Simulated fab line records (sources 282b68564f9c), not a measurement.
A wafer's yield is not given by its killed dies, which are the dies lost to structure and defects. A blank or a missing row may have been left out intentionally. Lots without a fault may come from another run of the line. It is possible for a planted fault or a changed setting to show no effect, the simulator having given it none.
Which tool is to blame? -- flow rit-cmos -- Sampling: 7 lots, 21 wafers, 2 of 202 route steps

## WHAT THE GAUGES SHOWED, per wafer
RIT_SILICIDE_RS_MEAS_02: measurement is done with a four-point probe.
lot,measured,on,SILICIDE_TI_RS (ohm/sq)
L745,day 3 16:52,film-metro-02,47.4 47.2 48.8
L747,day 4 08:08,film-metro-01,47.8 47.3 46.9
L750,day 4 20:20,film-metro-01,47.8 47.9 47.5
L753,day 5 09:40,film-metro-02,48.9 48.2 49.0
L756,day 6 05:49,film-metro-04,48.0 48.3 47.8
L761,day 7 03:55,film-metro-02,44.9 44.3 44.3
L764,day 7 16:32,film-metro-04,47.9 48.3 48.4

## WHICH TOOL RAN EACH LOT (tool, then ch and the chambers of the sampled wafers, then the start)
lot,RIT_SILICIDE_SPUTTER_01
L745,"pvd-sputter-04, day 3 16:43"
L747,"pvd-sputter-02, day 4 07:59"
L750,"pvd-sputter-02, day 4 20:11"
L753,"pvd-sputter-03, day 5 09:29"
L756,"pvd-sputter-02, day 6 05:40"
L761,"pvd-sputter-03, day 7 03:46"
L764,"pvd-sputter-02, day 7 16:23"
- RIT_SILICIDE_SPUTTER_01: material Ti, target thk 30 nm, time 240 s.

## THE ANSWER, worked out from the rows above alone
Rule: usual is defined by the lots themselves. Put in order of their means at a reading, lots are off if they are a third of the lots or fewer, leave a main group of 4 or more, and stand apart from it by a gap of 3 or more times the standard deviation of the main group's means; of several such gaps the widest counts. The tables above print the reading to a certain number of digits; a main group whose means all agree to those digits is not used. A lot without any number at a reading at which 4 lots or more have one is off too. Where the step has rows for the other lots, those lots are counted as sound.
Off: L761, seen at RIT_SILICIDE_RS_MEAS_02 (SILICIDE_TI_RS). The main group has a mean of 48.0 ohm/sq with a standard deviation of 0.42.
If a tool, at a process step before that reading, ran all the lots that are off and no sound lot after the first of them, it fits. Those tools and the gauges at RIT_SILICIDE_RS_MEAS_02 are tried in the same way. Can't be told from this: 2 tools fit, pvd-sputter-03 at RIT_SILICIDE_SPUTTER_01, film-metro-02 at RIT_SILICIDE_RS_MEAS_02.

## WHAT THE SIMULATOR PUT IN
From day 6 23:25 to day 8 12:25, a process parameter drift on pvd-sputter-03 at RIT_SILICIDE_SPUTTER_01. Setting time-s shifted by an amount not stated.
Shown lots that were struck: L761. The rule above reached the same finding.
